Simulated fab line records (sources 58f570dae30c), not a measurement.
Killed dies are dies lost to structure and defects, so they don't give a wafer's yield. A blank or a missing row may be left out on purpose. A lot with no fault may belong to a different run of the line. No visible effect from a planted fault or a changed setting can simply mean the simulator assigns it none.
The same fault as seen by 2 desks | flow berkeleyCmos170 | what lay behind the numbers comes last; until then each desk has only its own

## FOR THE TOOL OWNER'S DESK: implanter-04
The tool's own readings at UCB170_NVT_IMPLANT_07: means of the sampled wafers that have a number, for each lot that ran on this tool. Marked OUT: a lot whose mean sits more than 4 standard deviations from the usual mean, which makes it out of limits; the brackets give that distance.
Columns: A = doseIonsCm2 at UCB170_NVT_IMPLANT_07, usual 3.001e+12; B = endStationPressureTorr at UCB170_NVT_IMPLANT_07, usual 4.99e-06 Torr; C = faradayCurrentUA at UCB170_NVT_IMPLANT_07, usual 9.52
lot  | first seen here | A                           | B        | C
L267 | day 7 04:01     | 3.003e+12                   | 4.96e-06 | 9.59
L270 | day 8 05:31     | 3.001e+12                   | 5.12e-06 | 9.52
L277 | day 9 15:27     | 4.607e+12 (+99 or more) OUT | 5.19e-06 | 14.44 (+23) OUT
L281 | day 10 03:22    | 4.610e+12 (+99 or more) OUT | 4.88e-06 | 14.42 (+23) OUT
This desk's finding: out of limits on L277, L281; first on L277, day 9 15:27 (doseIonsCm2 at UCB170_NVT_IMPLANT_07). In limits: L267, L270.

## METROLOGY DESK
What the gauges read for every lot (on any tool): the sampled wafers with a number, averaged. Marked OUT: a lot whose mean sits more than 4 standard deviations from the usual mean, which makes it out of limits; the brackets give that distance.
Columns: A = NVT_OVL at UCB170_NVT_OVL_MEAS_06, usual -3 nm; B = NVT_TW at UCB170_NVT_TW_MEAS_09, usual 524
lot  | first seen here | A   | B
L259 | day 4 21:37     | -3  | 534
L262 | day 5 21:32     | -4  | 519
L264 | day 6 06:12     | -11 | 519
L265 | day 6 15:56     | -0  | 537
L266 | day 7 03:39     | -1  | 522
L267 | day 7 03:59     | -4  | 521
L268 | day 7 15:28     | -4  | 519
L269 | day 7 19:28     | -4  | 522
L270 | day 8 05:27     | -1  | 536
L272 | day 8 05:31     | -1  | 519
L273 | day 8 05:35     | -6  | 535
L275 | day 9 00:11     | 0   | 513
L277 | day 9 15:24     | -8  | 596 (+9.5) OUT
L281 | day 10 03:20    | -1  | 612 (+12) OUT
This desk finds L277, L281 out of limits, with the earliest case on L277 at day 9 15:41 (NVT_TW at UCB170_NVT_TW_MEAS_09). In limits: L259, L262, L264, L265, L266, L267, L268, L269, L270, L272, L273, L275.

## PUT TOGETHER
On L277, L281, at day 9 15:27, an alarm was possible from the tool owner's desk.
The metrology desk could have raised an alarm at day 9 15:41, on L277, L281.
Of the lots named, all ran UCB170_NVT_IMPLANT_07 on implanter-04.

## WHAT THE SIMULATOR PUT IN
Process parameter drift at UCB170_NVT_IMPLANT_07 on implanter-04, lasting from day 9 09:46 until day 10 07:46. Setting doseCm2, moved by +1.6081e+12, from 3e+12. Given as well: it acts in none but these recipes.
Lots struck among those shown: L277, L281.
Hours from the fault's start to each desk's first reading out of limits: the tool owner's desk, 6; the metrology desk, 6.
